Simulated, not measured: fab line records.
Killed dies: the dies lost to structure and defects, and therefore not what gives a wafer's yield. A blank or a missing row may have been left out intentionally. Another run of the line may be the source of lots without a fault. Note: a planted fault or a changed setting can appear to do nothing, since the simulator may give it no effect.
fab line records	flow rit-cmos
[record] lots = 14	wafers = 42	last-day = 7
route steps=202 shown PSD@148 SDANNEAL@156 SILICIDE@167 M1@202
lots with no fault: from the same line, run without faults
start-h: the number of hours between the record's first day and the start of the first shown wafer of the lot	wait-h: how many hours have passed since the lot's step before this one	" identical to the entry in the row above	L1.1+2: a row that stands for several wafers	- no value, or no start given	* or withheld: withheld	< > ~ a bound
route shown NAME@n: a module of which the file shows steps, and the number in the route of the first	usual: mean/standard deviation taken from wafers without a fault	same: alike in all rows	chamber/n: place in a boat	sites: the reading at each site	_std_site: the standard deviation of these	_edge_site: mean of outer sites minus mean of inner sites	radius-mm: for every site, how far away it sits from the centre of the wafer	mask NAME#n: copy n	behind: the tool/chamber that last shaped the wafer	hold: what put the lot on hold/how long, in hours/how the hold closed	device: the n, p or np transistor that did not switch	end of line: the same wafers' tests at the end of the route	a step given without rows: its recipe and nothing more	killed: dies lost to structure and defects at the first sort, not the wafer's yield	map: shows each die of a wafer: x if killed, . if not, _ if none is there
set.NAME: the setting that was run; set.NAME@STEP: the one run at that earlier step	model.NAME: the simulator's own value behind a step, which no gauge read
the route's steps for a sample of lots (tables are steps, rows are wafers)
services: the hour from which a tool's chamber was out of use, counted from the record's first day as start-h (under 0 if before that day), plus the number of hours and why
[[steps]]
[step RIT_PSD_OVL_MEAS_06]
[usual] PSD_OVL = 0.2/1.3
lot.wafer	tool	chamber	start-h	wait-h	PSD_OVL[nm]
L968.2	overlay-02	-	55.54	-	0.1
L968.3	"	-	"	"	0.2
L968.6	"	-	"	"	-0.6
L969.1	overlay-02	-	62.42	-	-0.5
L969.2	"	-	"	"	-0.5
L969.6	"	-	"	"	-1.1
L970.2	overlay-01	-	64.10	-	-0.9
L970.3	"	-	"	"	0.0
L970.5	"	-	"	"	-0.3
L971.1	overlay-01	-	71.48	-	-0.2
L971.4	"	-	"	"	-1.2
L971.5	"	-	"	"	-1.0
L972.1	overlay-01	-	74.39	-	0.5
L972.3	"	-	"	"	0.5
L972.6	"	-	"	"	-2.2
L974.1	overlay-01	-	83.05	-	-0.4
L974.4	"	-	"	"	0.7
L974.6	"	-	"	"	-0.8
L975.2	overlay-01	-	89.87	-	0.3
L975.4	"	-	"	"	-0.3
L975.6	"	-	"	"	0.8
L976.2	overlay-01	-	96.45	-	0.9
L976.3	"	-	"	"	1.3
L976.4	"	-	"	"	-0.3
L978.1	overlay-02	-	103.72	-	1.5
L978.3	"	-	"	"	1.0
L978.5	"	-	"	"	3.9
L979.2	overlay-01	-	111.18	-	-0.6
L979.3	"	-	"	"	-1.2
L979.4	"	-	"	"	-2.8
L981.1	overlay-01	-	126.07	-	-0.3
L981.5	"	-	"	"	-0.7
L981.6	"	-	"	"	-1.9
L986.1	overlay-02	-	149.15	-	0.2
L986.2	"	-	"	"	1.0
L986.4	"	-	"	"	0.8
L987.2	overlay-01	-	154.52	-	-0.2
L987.3	"	-	"	"	0.2
L987.5	"	-	"	"	0.8
L989.1	overlay-01	-	166.51	-	-0.4
L989.4	"	-	"	"	0.4
L989.6	"	-	"	"	1.3
[step RIT_PSD_IMPLANT_08]
[recipe] species = BF2	energy-kev = 27	dose-cm2 = 5e+15	tilt-deg = 7
[usual] beam-energy-keV = 26.997/0.0084
[same] implant-ion-amu = 49
lot.wafer	tool	chamber	start-h	wait-h	beam-energy-keV
L968.2	implanter-03	0	55.74	0.1	26.991
L968.3	"	0	"	"	26.990
L968.6	"	0	"	"	26.991
L969.1	implanter-01	0	62.61	0.1	27.002
L969.2	"	0	"	"	27.025
L969.6	"	0	"	"	27.018
L970.2	implanter-03	0	64.31	0.1	26.981
L970.3	"	0	"	"	27.002
L970.5	"	0	"	"	26.987
L971.1	implanter-03	0	71.78	0.1	26.994
L971.4	"	0	"	"	26.999
L971.5	"	0	"	"	27.007
L972.1	implanter-01	0	74.57	0.1	26.982
L972.3	"	0	"	"	26.998
L972.6	"	0	"	"	26.979
L974.1	implanter-03	0	83.24	0.1	27.003
L974.4	"	0	"	"	26.999
L974.6	"	0	"	"	27.002
L975.2	implanter-03	0	90.07	0.1	27.002
L975.4	"	0	"	"	27.003
L975.6	"	0	"	"	27.001
L976.2	implanter-04	0	96.66	0.1	26.988
L976.3	"	0	"	"	27.005
L976.4	"	0	"	"	27.008
L978.1	implanter-04	0	103.90	0.1	27.000
L978.3	"	0	"	"	26.997
L978.5	"	0	"	"	26.988
L979.2	implanter-03	0	111.38	0.1	25.106
L979.3	"	0	"	"	25.107
L979.4	"	0	"	"	25.103
L981.1	implanter-03	0	126.25	0.1	25.108
L981.5	"	0	"	"	25.107
L981.6	"	0	"	"	25.117
L986.1	implanter-01	0	149.34	0.1	26.991
L986.2	"	0	"	"	26.997
L986.4	"	0	"	"	26.994
L987.2	implanter-04	0	154.81	0.1	26.996
L987.3	"	0	"	"	27.001
L987.5	"	0	"	"	26.995
L989.1	implanter-01	0	166.69	0.1	26.999
L989.4	"	0	"	"	26.998
L989.6	"	0	"	"	26.987
[step RIT_PSD_TW_MEAS_10]
[usual] PSD_TW = 3428/16
lot.wafer	tool	chamber	start-h	wait-h	PSD_TW
L968.2	film-metro-02	-	56.05	0.1	3415
L968.3	"	-	"	"	3416
L968.6	"	-	"	"	3431
L969.1	film-metro-01	-	62.93	0.1	3402
L969.2	"	-	"	"	3412
L969.6	"	-	"	"	3437
L970.2	film-metro-04	-	64.62	0.1	3432
L970.3	"	-	"	"	3426
L970.5	"	-	"	"	3428
L971.1	film-metro-04	-	72.10	0.1	3406
L971.4	"	-	"	"	3424
L971.5	"	-	"	"	3442
L972.1	film-metro-02	-	74.90	0.1	3422
L972.3	"	-	"	"	3434
L972.6	"	-	"	"	3418
L974.1	film-metro-04	-	83.56	0.1	3444
L974.4	"	-	"	"	3462
L974.6	"	-	"	"	3429
L975.2	film-metro-01	-	90.38	0.1	3437
L975.4	"	-	"	"	3436
L975.6	"	-	"	"	3431
L976.2	film-metro-04	-	96.97	0.1	3425
L976.3	"	-	"	"	3408
L976.4	"	-	"	"	3427
L978.1	film-metro-02	-	104.23	0.1	3429
L978.3	"	-	"	"	3433
L978.5	"	-	"	"	3400
L979.2	film-metro-02	-	111.69	0.1	3354
L979.3	"	-	"	"	3353
L979.4	"	-	"	"	3381
L981.1	film-metro-04	-	126.58	0.1	3373
L981.5	"	-	"	"	3398
L981.6	"	-	"	"	3396
L986.1	film-metro-04	-	149.66	0.1	3431
L986.2	"	-	"	"	3417
L986.4	"	-	"	"	3428
L987.2	film-metro-01	-	155.12	0.1	3432
L987.3	"	-	"	"	3416
L987.5	"	-	"	"	3437
L989.1	film-metro-01	-	167.02	0.1	3416
L989.4	"	-	"	"	3420
L989.6	"	-	"	"	3427
[step RIT_SDANNEAL_RTA_03]
[recipe] temp-c = 1050	time-s = 5	idle-temp-c = 600	ramp-up-c-per-s = 342	ramp-down-c-per-s = 171	cool-to-c = 600	ambient = N2
[usual] chamber-o2-ppm = 2.003/0.022	wafer_temp_C_max = 1053.5/1.1
lot.wafer	tool	chamber	start-h	wait-h	chamber-o2-ppm	wafer_temp_C_max
L968.2	rtp-anneal-01	0	56.51	0.0	1.979	1051.9
L968.3	"	0	"	"	1.948	1054.5
L968.6	"	0	"	"	2.012	1057.4
L969.1	rtp-anneal-02	0	63.36	0.0	2.035	1054.5
L969.2	"	0	"	"	1.989	1054.5
L969.6	"	0	"	"	2.019	1052.8
L970.2	rtp-anneal-01	0	65.06	0.0	2.066	1053.7
L970.3	"	0	"	"	2.034	1052.5
L970.5	"	0	"	"	2.015	1053.3
L971.1	rtp-anneal-02	0	72.53	0.0	1.995	1054.5
L971.4	"	0	"	"	1.994	1053.6
L971.5	"	0	"	"	2.019	1052.2
L972.1	rtp-anneal-01	0	75.34	0.0	1.995	1052.8
L972.3	"	0	"	"	1.978	1053.2
L972.6	"	0	"	"	1.963	1052.6
L974.1	rtp-anneal-01	0	84.01	0.0	1.999	1053.1
L974.4	"	0	"	"	2.016	1054.7
L974.6	"	0	"	"	2.015	1055.4
L975.2	rtp-anneal-01	0	90.84	0.0	1.992	1052.5
L975.4	"	0	"	"	2.039	1052.2
L975.6	"	0	"	"	2.008	1054.9
L976.2	rtp-anneal-01	0	97.40	0.0	1.993	1052.6
L976.3	"	0	"	"	2.002	1055.1
L976.4	"	0	"	"	2.055	1053.8
L978.1	rtp-anneal-01	0	104.66	0.0	1.983	1053.0
L978.3	"	0	"	"	1.984	1052.1
L978.5	"	0	"	"	1.986	1053.6
L979.2	rtp-anneal-01	0	112.15	0.0	2.019	1053.5
L979.3	"	0	"	"	2.024	1053.7
L979.4	"	0	"	"	1.998	1055.6
L981.1	rtp-anneal-01	0	127.02	0.0	2.002	1051.8
L981.5	"	0	"	"	2.014	1053.5
L981.6	"	0	"	"	1.998	1052.8
L986.1	rtp-anneal-01	0	150.12	0.0	1.977	1052.0
L986.2	"	0	"	"	1.967	1052.3
L986.4	"	0	"	"	2.017	1052.6
L987.2	rtp-anneal-01	0	155.56	0.0	2.016	1054.9
L987.3	"	0	"	"	2.002	1054.2
L987.5	"	0	"	"	1.987	1052.0
L989.1	rtp-anneal-01	0	167.46	0.0	2.010	1053.6
L989.4	"	0	"	"	2.021	1054.4
L989.6	"	0	"	"	2.028	1053.8
[step RIT_SDANNEAL_RS_MEAS_04]
[recipe] thk-meas-gauge = four-point-probe
[usual] PSD_RS = 115.84/0.24
lot.wafer	tool	chamber	start-h	wait-h	PSD_RS[ohm/sq]
L968.2	film-metro-04	-	56.58	0.1	116.03
L968.3	"	-	"	"	115.95
L968.6	"	-	"	"	116.12
L969.1	film-metro-02	-	63.42	0.0	115.71
L969.2	"	-	"	"	115.61
L969.6	"	-	"	"	115.48
L970.2	film-metro-04	-	65.13	0.1	116.07
L970.3	"	-	"	"	116.07
L970.5	"	-	"	"	116.04
L971.1	film-metro-04	-	72.59	0.0	116.04
L971.4	"	-	"	"	115.75
L971.5	"	-	"	"	115.62
L972.1	film-metro-01	-	75.40	0.0	115.84
L972.3	"	-	"	"	115.88
L972.6	"	-	"	"	115.73
L974.1	film-metro-04	-	84.07	0.0	115.78
L974.4	"	-	"	"	116.03
L974.6	"	-	"	"	115.52
L975.2	film-metro-04	-	90.91	0.1	116.22
L975.4	"	-	"	"	115.96
L975.6	"	-	"	"	115.73
L976.2	film-metro-01	-	97.46	0.1	115.65
L976.3	"	-	"	"	115.49
L976.4	"	-	"	"	115.86
L978.1	film-metro-01	-	104.71	0.0	115.59
L978.3	"	-	"	"	115.71
L978.5	"	-	"	"	115.59
L979.2	film-metro-01	-	112.22	0.1	119.85
L979.3	"	-	"	"	120.04
L979.4	"	-	"	"	120.30
L981.1	film-metro-01	-	127.08	0.0	120.47
L981.5	"	-	"	"	120.20
L981.6	"	-	"	"	120.08
L986.1	film-metro-01	-	150.18	0.0	115.94
L986.2	"	-	"	"	115.98
L986.4	"	-	"	"	115.35
L987.2	film-metro-04	-	155.63	0.1	116.02
L987.3	"	-	"	"	115.99
L987.5	"	-	"	"	116.05
L989.1	film-metro-04	-	167.52	0.0	115.52
L989.4	"	-	"	"	115.79
L989.6	"	-	"	"	115.69
[step RIT_SILICIDE_RTA_06]
[recipe] temp-c = 750	time-s = 10	idle-temp-c = 25	ramp-up-s = 5	ramp-down-s = 10	cool-to-c = 25	ambient = N2
[usual] chamber-o2-ppm = 1.999/0.023	wafer_temp_C_max = 755.1/0.92
lot.wafer	tool	chamber	start-h	wait-h	chamber-o2-ppm	wafer_temp_C_max
L968.2	rtp-anneal-01	0	57.50	0.0	1.993	756.3
L968.3	"	0	"	"	1.987	754.9
L968.6	"	0	"	"	1.969	755.6
L969.1	rtp-anneal-02	0	64.35	0.0	2.012	754.3
L969.2	"	0	"	"	2.010	754.5
L969.6	"	0	"	"	2.005	754.3
L970.2	rtp-anneal-01	0	66.06	0.0	2.026	755.0
L970.3	"	0	"	"	1.993	755.8
L970.5	"	0	"	"	2.004	755.6
L971.1	rtp-anneal-02	0	73.58	0.0	2.002	755.5
L971.4	"	0	"	"	1.973	755.5
L971.5	"	0	"	"	1.995	754.5
L972.1	rtp-anneal-01	0	76.37	0.0	2.031	756.0
L972.3	"	0	"	"	1.948	755.7
L972.6	"	0	"	"	1.989	755.3
L974.1	rtp-anneal-01	0	85.00	0.0	1.984	754.7
L974.4	"	0	"	"	1.991	756.2
L974.6	"	0	"	"	2.010	755.0
L975.2	rtp-anneal-01	0	91.83	0.0	1.989	756.1
L975.4	"	0	"	"	1.973	756.6
L975.6	"	0	"	"	1.990	756.5
L976.2	rtp-anneal-01	0	98.39	0.0	2.015	754.7
L976.3	"	0	"	"	2.008	755.0
L976.4	"	0	"	"	2.027	756.7
L978.1	rtp-anneal-01	0	105.64	0.0	1.956	756.2
L978.3	"	0	"	"	1.976	753.6
L978.5	"	0	"	"	2.012	755.2
L979.2	rtp-anneal-01	0	113.14	0.0	1.967	756.1
L979.3	"	0	"	"	1.995	755.4
L979.4	"	0	"	"	1.987	755.5
L981.1	rtp-anneal-01	0	128.01	0.0	1.982	755.7
L981.5	"	0	"	"	1.992	754.8
L981.6	"	0	"	"	1.990	754.4
L986.1	rtp-anneal-01	0	151.11	0.0	2.010	755.0
L986.2	"	0	"	"	2.025	756.1
L986.4	"	0	"	"	2.014	754.2
L987.2	rtp-anneal-01	0	156.56	0.0	1.981	755.8
L987.3	"	0	"	"	1.996	754.5
L987.5	"	0	"	"	1.999	754.8
L989.1	rtp-anneal-01	0	168.45	0.0	2.022	754.3
L989.4	"	0	"	"	1.990	756.2
L989.6	"	0	"	"	1.970	755.4
[step RIT_M1_PROBE_99]
[usual] killed_at_M0_to_M3 = 0.0/0.14	killed-at-contacts = 0.0/0.25	killed-at-front-end = 6.6/2.7	killed-dies = 6.7/2.7	killed-open = 3.3/1.9	killed-short = 3.4/1.9
[same] gross-dies = 264	killed_at_M4_up = 0	killed-at-back-side = 0	killed-at-other = 0
lot.wafer	tool	chamber	start-h	wait-h	killed_at_M0_to_M3	killed-at-contacts	killed-at-front-end	killed-dies	killed-open	killed-short
L968.2	prober-02	-	63.86	0.1	0	0	5	5	2	3
L968.3	prober-02	-	63.91	0.2	0	0	7	7	6	1
L968.6	prober-02	-	64.06	0.2	0	0	12	12	8	4
L969.1	prober-01	-	70.92	0.1	0	0	8	8	5	3
L969.2	prober-01	-	70.97	0.1	0	0	8	8	4	4
L969.6	prober-01	-	71.17	0.2	0	0	9	9	6	3
L970.2	prober-02	-	73.72	0.1	0	0	5	5	3	2
L970.3	prober-02	-	73.77	0.2	0	0	3	3	2	1
L970.5	prober-02	-	73.87	0.2	0	0	5	5	3	2
L971.1	prober-01	-	80.42	0.1	0	1	4	5	4	1
L971.4	prober-01	-	80.57	0.2	0	0	4	4	2	2
L971.5	prober-01	-	80.62	0.2	0	0	9	9	6	3
L972.1	prober-02	-	83.22	0.1	0	1	8	9	6	3
L972.3	prober-02	-	83.32	0.2	0	0	10	10	6	4
L972.6	prober-02	-	83.47	0.2	0	0	10	10	3	7
L974.1	prober-02	-	92.52	0.1	0	0	6	6	3	3
L974.4	prober-02	-	92.67	0.2	0	0	4	4	2	2
L974.6	prober-02	-	92.77	0.2	0	0	5	5	1	3
L975.2	prober-01	-	99.70	0.1	0	0	8	8	5	3
L975.4	prober-01	-	99.80	0.2	0	1	10	11	5	6
L975.6	prober-01	-	99.90	0.2	0	0	7	7	4	3
L976.2	prober-02	-	105.92	0.1	0	0	1	1	1	0
L976.3	prober-02	-	105.97	0.2	0	0	4	4	2	2
L976.4	prober-02	-	106.02	0.2	1	0	2	3	0	3
L978.1	prober-02	-	113.53	0.1	0	0	5	5	3	2
L978.3	prober-02	-	113.63	0.2	0	0	1	1	1	0
L978.5	prober-02	-	113.73	0.2	0	0	9	9	3	6
L979.2	prober-01	-	119.74	0.1	0	0	7	7	3	4
L979.3	prober-01	-	119.79	0.2	0	0	12	12	5	7
L979.4	prober-01	-	119.84	0.2	0	0	9	9	3	6
L981.1	prober-01	-	134.46	0.1	0	0	8	8	5	3
L981.5	prober-01	-	134.66	0.2	0	0	8	8	3	5
L981.6	prober-01	-	134.71	0.2	0	0	3	3	2	1
L986.1	prober-02	-	159.05	0.1	0	0	6	6	4	2
L986.2	prober-02	-	159.10	0.1	0	0	11	11	3	8
L986.4	prober-02	-	159.20	0.2	0	0	5	5	3	2
L987.2	prober-02	-	165.65	0.1	0	0	7	7	2	5
L987.3	prober-02	-	165.70	0.2	0	0	10	10	4	6
L987.5	prober-02	-	165.80	0.2	0	0	12	12	5	7
L989.1	prober-02	-	175.29	0.1	0	0	4	4	2	2
L989.4	prober-02	-	175.44	0.2	0	0	4	4	3	1
L989.6	prober-02	-	175.54	0.2	0	0	8	8	3	5
// killed by level:class
L968.2 FOX1:geometric-particle:short=3 FOX1:geometric-particle:open=1 SILICIDE:geometric-particle:open=1
L968.3 FOX1:geometric-particle:open=2 GATE:geometric-particle:open=2 FOX2:geometric-particle:open=1 GATE:geometric-particle:short=1 SILICIDE:geometric-particle:open=1
L968.6 FOX1:geometric-particle:open=3 GATE:geometric-particle:open=3 SILICIDE:geometric-particle:short=2 GATE:geometric-particle:short=1 REOX:geometric-particle:open=1 REOX:geometric-particle:short=1 SILICIDE:geometric-particle:open=1
L969.1 FOX1:geometric-particle:short=2 GATE:geometric-particle:open=2 REOX:geometric-particle:open=2 GATE:geometric-particle:short=1 SPACER:geometric-particle:open=1
L969.2 GATE:geometric-particle:short=4 GATE:geometric-particle:open=3 FOX1:geometric-particle:open=1
L969.6 GATE:geometric-particle:open=4 GATE:geometric-particle:short=2 FOX2:geometric-particle:short=1 REOX:geometric-particle:open=1 SPACER:geometric-particle:open=1
L970.2 FOX2:geometric-particle:open=2 FOX2:geometric-particle:short=1 REOX:geometric-particle:short=1 SPACER:geometric-particle:open=1
L970.3 GATE:geometric-particle:open=1 GATE:geometric-particle:short=1 REOX:geometric-particle:open=1
L970.5 GATE:geometric-particle:open=2 FOX1:geometric-particle:open=1 GATE:geometric-particle:short=1 REOX:geometric-particle:short=1
L971.1 GATE:geometric-particle:open=4 CONTACT:geometric-particle:short=1
L971.4 FOX1:geometric-particle:open=2 GATE:geometric-particle:short=1 REOX:geometric-particle:short=1
L971.5 GATE:geometric-particle:short=3 GATE:geometric-particle:open=3 FOX1:geometric-particle:open=2 REOX:geometric-particle:open=1
L972.1 GATE:geometric-particle:open=2 SPACER:geometric-particle:open=2 FOX1:geometric-particle:open=1 FOX2:geometric-particle:open=1 GATE:geometric-particle:short=1 SPACER:geometric-particle:short=1 CONTACT:geometric-particle:short=1
L972.3 GATE:geometric-particle:open=2 REOX:geometric-particle:open=2 FOX1:geometric-particle:short=1 FOX2:geometric-particle:short=1 GATE:geometric-particle:short=1 REOX:geometric-particle:short=1 SPACER:geometric-particle:open=1 SILICIDE:geometric-particle:open=1
L972.6 FOX1:geometric-particle:short=3 SILICIDE:geometric-particle:short=2 GATE:geometric-particle:open=1 GATE:geometric-particle:short=1 SPACER:geometric-particle:open=1 SPACER:geometric-particle:short=1 SILICIDE:geometric-particle:open=1
L974.1 SPACER:geometric-particle:open=2 SILICIDE:geometric-particle:short=2 FOX1:geometric-particle:short=1 FOX2:geometric-particle:open=1
L974.4 FOX1:geometric-particle:short=1 FOX1:geometric-particle:open=1 GATE:geometric-particle:open=1 GATE:geometric-particle:short=1
L974.6 GATE:geometric-particle:open=1 GATE:geometric-particle:short=1 SPACER:geometric-particle:short=1 SILICIDE:geometric-particle:short=1 PSD:coat-microbubble-printed=1
L975.2 FOX1:geometric-particle:open=3 REOX:geometric-particle:open=2 FOX1:geometric-particle:short=1 FOX2:geometric-particle:short=1 GATE:geometric-particle:short=1
L975.4 REOX:geometric-particle:short=3 FOX1:geometric-particle:open=2 GATE:geometric-particle:open=2 GATE:geometric-particle:short=2 SILICIDE:geometric-particle:open=1 CONTACT:geometric-particle:short=1
L975.6 GATE:geometric-particle:open=2 FOX1:geometric-particle:open=1 FOX2:geometric-particle:short=1 GATE:geometric-particle:short=1 REOX:geometric-particle:short=1 SILICIDE:geometric-particle:open=1
L976.2 FOX1:geometric-particle:open=1
L976.3 FOX1:geometric-particle:open=1 FOX1:geometric-particle:short=1 GATE:geometric-particle:open=1 SILICIDE:geometric-particle:short=1
L976.4 REOX:geometric-particle:short=1 GATE:geometric-particle:short=1 M1:geometric-particle:short=1
L978.1 GATE:geometric-particle:open=2 FOX2:geometric-particle:short=1 REOX:geometric-particle:short=1 REOX:geometric-particle:open=1
L978.3 GATE:geometric-particle:open=1
L978.5 GATE:geometric-particle:short=2 REOX:geometric-particle:short=2 SILICIDE:geometric-particle:short=2 FOX1:geometric-particle:open=1 SPACER:geometric-particle:open=1 SILICIDE:geometric-particle:open=1
L979.2 FOX1:geometric-particle:open=2 GATE:geometric-particle:short=2 SPACER:geometric-particle:short=2 SPACER:geometric-particle:open=1
L979.3 GATE:geometric-particle:short=3 FOX2:geometric-particle:short=2 SPACER:geometric-particle:open=2 SPACER:geometric-particle:short=2 FOX2:geometric-particle:open=1 GATE:geometric-particle:open=1 REOX:geometric-particle:open=1
L979.4 GATE:geometric-particle:short=4 FOX1:geometric-particle:short=1 GATE:geometric-particle:open=1 SPACER:geometric-particle:open=1 SPACER:geometric-particle:short=1 SILICIDE:geometric-particle:open=1
L981.1 SILICIDE:geometric-particle:open=2 FOX1:geometric-particle:short=1 FOX1:geometric-particle:open=1 FOX2:geometric-particle:short=1 GATE:geometric-particle:open=1 GATE:geometric-particle:short=1 REOX:geometric-particle:open=1
L981.5 GATE:geometric-particle:short=3 FOX1:geometric-particle:short=2 GATE:geometric-particle:open=2 FOX1:geometric-particle:open=1
L981.6 GATE:geometric-particle:open=2 SPACER:geometric-particle:short=1
L986.1 SPACER:geometric-particle:open=2 FOX1:geometric-particle:open=1 FOX2:geometric-particle:short=1 SILICIDE:geometric-particle:short=1 SILICIDE:geometric-particle:open=1
L986.2 REOX:geometric-particle:short=4 FOX1:geometric-particle:short=2 FOX1:geometric-particle:open=2 FOX2:geometric-particle:short=1 REOX:geometric-particle:open=1 SILICIDE:geometric-particle:short=1
L986.4 REOX:geometric-particle:open=2 FOX1:geometric-particle:short=1 GATE:geometric-particle:open=1 GATE:geometric-particle:short=1
L987.2 FOX2:geometric-particle:short=2 GATE:geometric-particle:short=2 GATE:geometric-particle:open=2 SPACER:geometric-particle:short=1
L987.3 GATE:geometric-particle:short=4 FOX1:geometric-particle:open=1 FOX1:geometric-particle:short=1 FOX2:geometric-particle:open=1 SPACER:geometric-particle:open=1 SILICIDE:geometric-particle:open=1 SILICIDE:geometric-particle:short=1
L987.5 GATE:geometric-particle:open=3 SPACER:geometric-particle:short=2 SILICIDE:geometric-particle:open=2 SILICIDE:geometric-particle:short=2 FOX1:geometric-particle:short=1 FOX2:geometric-particle:short=1 REOX:geometric-particle:short=1
L989.1 FOX1:geometric-particle:open=1 FOX2:geometric-particle:open=1 GATE:geometric-particle:short=1 REOX:geometric-particle:short=1
L989.4 SPACER:geometric-particle:open=2 GATE:geometric-particle:open=1 SILICIDE:geometric-particle:short=1
L989.6 SILICIDE:geometric-particle:short=3 FOX2:geometric-particle:short=1 GATE:geometric-particle:open=1 SPACER:geometric-particle:short=1 SPACER:geometric-particle:open=1 SILICIDE:geometric-particle:open=1
[[services]]
tool	chamber	start-h	hours	kind
implanter-03	-	57.48	2.4	pm
rtp-anneal-02	-	83.96	29.6	pm
implanter-03	-	91.23	1.7	repair
implanter-04	-	106.25	4.0	repair
implanter-01	-	110.63	8.1	repair
implanter-04	-	132.64	3.3	pm
[[key]]
[first-sign] step = RIT_PSD_IMPLANT_08	reading = beam-energy-keV	direction = down	sigmas = 99+	usual = 26.997	struck = 25.108
[effect] step = RIT_PSD_TW_MEAS_10	reading = PSD_TW	direction = down	sigmas = 3.4	usual = 3428	struck = 3376
[effect] step = RIT_SDANNEAL_RS_MEAS_04	reading = PSD_RS	direction = up	sigmas = 18	usual = 115.84	struck = 120.16
met-at RIT_PSD_IMPLANT_08
struck-lots L979,L981
tester-left-out L979,L981
not-acting-at RIT_PSD_OVL_MEAS_06,RIT_SDANNEAL_RTA_03,RIT_SILICIDE_RTA_06
onset-between 90.07 111.38
[fault] kind = process-parameter-drift	tool = implanter-03	chamber = -	onset-h = 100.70	steps = RIT_PSD_IMPLANT_08	channel = energy-kev	offset = -1.89	shape = step	end-h = 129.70	acts-in = these-recipes-only	stated = 27
// tester-left-out: of these lots the tester's yield and bins aren't shown, on N5 and GAA mostly nor the transistor test; their killed dies are dies lost to structure and defects alone, not to doping, threshold or leakage, so they don't give the yield
